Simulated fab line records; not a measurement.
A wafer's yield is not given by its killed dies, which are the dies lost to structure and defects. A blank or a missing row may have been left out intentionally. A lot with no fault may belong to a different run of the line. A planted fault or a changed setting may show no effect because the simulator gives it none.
The tool behind it: which one? / flow rit-cmos / 13 lots, 39 wafers sampled, at 4 steps of a route of 202

## WHAT THE GAUGES READ, wafer by wafer
RIT_NSD_OVL_MEAS_06. Usual: for NSD_OVL the level is 0.5 nm and the standard deviation is 1.5.
lot=L518; measured=day 2 23:35; on=overlay-01; NSD_OVL (nm)=2.0 1.1 1.3; flag=
lot=L519; measured=day 3 07:58; on=overlay-01; NSD_OVL (nm)=1.2 1.4 0.9; flag=
lot=L521; measured=day 3 21:07; on=overlay-02; NSD_OVL (nm)=-3.0 -1.5 0.2; flag=
lot=L522; measured=day 4 00:53; on=overlay-01; NSD_OVL (nm)=0.6 2.3 -0.1; flag=
lot=L523; measured=day 4 04:14; on=overlay-01; NSD_OVL (nm)=2.5 0.2 -0.5; flag=
lot=L525; measured=day 4 18:15; on=overlay-01; NSD_OVL (nm)=2.2 1.3 1.2; flag=
lot=L527; measured=day 4 22:28; on=overlay-02; NSD_OVL (nm)=- - -; flag=OFF
lot=L535; measured=day 6 16:26; on=overlay-01; NSD_OVL (nm)=1.6 1.7 0.1; flag=
lot=L536; measured=day 6 18:31; on=overlay-02; NSD_OVL (nm)=3.4 3.7 0.6; flag=
lot=L537; measured=day 7 04:11; on=overlay-02; NSD_OVL (nm)=-2.1 -1.5 -2.7; flag=
lot=L538; measured=day 7 07:20; on=overlay-01; NSD_OVL (nm)=0.7 -0.1 -0.5; flag=
lot=L539; measured=day 7 09:51; on=overlay-01; NSD_OVL (nm)=0.7 -0.2 -1.3; flag=
lot=L541; measured=day 7 22:22; on=overlay-02; NSD_OVL (nm)=0.8 1.0 -1.7; flag=

RIT_NSD_TW_MEAS_10. Usual: for NSD_TW the level is 3099 and the standard deviation is 37.
lot=L518; measured=day 3 00:07; on=film-metro-01; NSD_TW=3144 3154 3157; flag=
lot=L519; measured=day 3 08:29; on=film-metro-01; NSD_TW=3134 3143 3151; flag=
lot=L521; measured=day 3 21:38; on=film-metro-02; NSD_TW=3100 3093 3092; flag=
lot=L522; measured=day 4 01:24; on=film-metro-02; NSD_TW=3090 3108 3106; flag=
lot=L523; measured=day 4 04:46; on=film-metro-01; NSD_TW=3114 3142 3116; flag=
lot=L525; measured=day 4 18:46; on=film-metro-01; NSD_TW=3146 3139 3122; flag=
lot=L527; measured=day 4 22:59; on=film-metro-01; NSD_TW=30 30 30; flag=OFF
lot=L535; measured=day 6 16:56; on=film-metro-04; NSD_TW=3041 3006 3023; flag=
lot=L536; measured=day 6 19:01; on=film-metro-02; NSD_TW=3137 3117 3123; flag=
lot=L537; measured=day 7 04:42; on=film-metro-02; NSD_TW=3108 3127 3128; flag=
lot=L538; measured=day 7 07:51; on=film-metro-01; NSD_TW=3091 3122 3103; flag=
lot=L539; measured=day 7 10:22; on=film-metro-04; NSD_TW=3045 3041 3029; flag=
lot=L541; measured=day 7 22:53; on=film-metro-04; NSD_TW=3042 3047 3054; flag=

RIT_PSD_TW_MEAS_10. Usual: for PSD_TW the level is 3397 and the standard deviation is 46.
lot=L518; measured=day 3 01:39; on=film-metro-01; PSD_TW=3455 3464 3475; flag=
lot=L519; measured=day 3 10:01; on=film-metro-04; PSD_TW=3345 3359 3337; flag=
lot=L521; measured=day 3 23:03; on=film-metro-02; PSD_TW=3414 3430 3402; flag=
lot=L522; measured=day 4 02:57; on=film-metro-04; PSD_TW=3366 3381 3374; flag=
lot=L523; measured=day 4 06:18; on=film-metro-04; PSD_TW=3356 3352 3362; flag=
lot=L525; measured=day 4 20:21; on=film-metro-04; PSD_TW=3367 3363 3373; flag=
lot=L527; measured=day 5 00:32; on=film-metro-02; PSD_TW=3629 3635 3651; flag=OFF
lot=L535; measured=day 6 18:29; on=film-metro-04; PSD_TW=3326 3336 3323; flag=
lot=L536; measured=day 6 20:26; on=film-metro-01; PSD_TW=3419 3438 3422; flag=
lot=L537; measured=day 7 06:07; on=film-metro-02; PSD_TW=3417 3417 3416; flag=
lot=L538; measured=day 7 09:31; on=film-metro-04; PSD_TW=3352 3376 3356; flag=
lot=L539; measured=day 7 11:52; on=film-metro-02; PSD_TW=3434 3414 3417; flag=
lot=L541; measured=day 8 00:18; on=film-metro-01; PSD_TW=3450 3461 3459; flag=

## TOOL THAT RAN EACH LOT (tool first, then ch and the chambers of the sampled wafers, then the start)
lot=L518; RIT_NSD_EXPOSE_03=iline-stepper-01 ch 0, day 2 23:12
lot=L519; RIT_NSD_EXPOSE_03=iline-stepper-02 ch 0, day 3 07:35
lot=L521; RIT_NSD_EXPOSE_03=iline-stepper-01 ch 0, day 3 20:43
lot=L522; RIT_NSD_EXPOSE_03=iline-stepper-02 ch 0, day 4 00:31
lot=L523; RIT_NSD_EXPOSE_03=iline-stepper-01 ch 0, day 4 03:51
lot=L525; RIT_NSD_EXPOSE_03=iline-stepper-02 ch 0, day 4 17:51
lot=L527; RIT_NSD_EXPOSE_03=iline-stepper-01 ch 0, day 4 22:05
lot=L535; RIT_NSD_EXPOSE_03=iline-stepper-01 ch 0, day 6 15:49
lot=L536; RIT_NSD_EXPOSE_03=iline-stepper-01 ch 0, day 6 18:07
lot=L537; RIT_NSD_EXPOSE_03=iline-stepper-02 ch 0, day 7 03:47
lot=L538; RIT_NSD_EXPOSE_03=iline-stepper-01 ch 0, day 7 06:56
lot=L539; RIT_NSD_EXPOSE_03=iline-stepper-01 ch 0, day 7 09:29
lot=L541; RIT_NSD_EXPOSE_03=iline-stepper-02 ch 0, day 7 21:59
- RIT_NSD_EXPOSE_03: exposes mask M9, target cd 40700 nm.

## AS READ BY THE TOOLS THEMSELVES (means over the sampled wafers that have a number; for cases with no such wafer, the mark the record gives instead)
The record holds no such reading with a usual standard deviation.

## THE ANSWER, worked out from the rows above alone
Rule: a lot is off if the mean of its wafers that have a number lies more than 3 standard deviations from the usual mean. Also off: a lot with no number at a reading for which 4 or more lots have one. The other lots that the step has rows for count as sound. Order of review: gauges by route order, followed by the tools' own readings, for which a lot's mean as printed above is used. The first step at which some lot is off is used, and at that step the reading that is off furthest; a lot without a number counts as furthest.
Off: at RIT_NSD_OVL_MEAS_06 (NSD_OVL), L527. Without a number there: L527.
A tool fits if, at a process step before that reading, it ran every lot that is off, and no sound lot after the first of them. The gauges at RIT_NSD_OVL_MEAS_06 aren't tried: what is off there is off at RIT_NSD_TW_MEAS_10 too, on other tools, and a gauge's error can't cause that. Of those tried, none fits.

## WHAT THE SIMULATOR PUT IN
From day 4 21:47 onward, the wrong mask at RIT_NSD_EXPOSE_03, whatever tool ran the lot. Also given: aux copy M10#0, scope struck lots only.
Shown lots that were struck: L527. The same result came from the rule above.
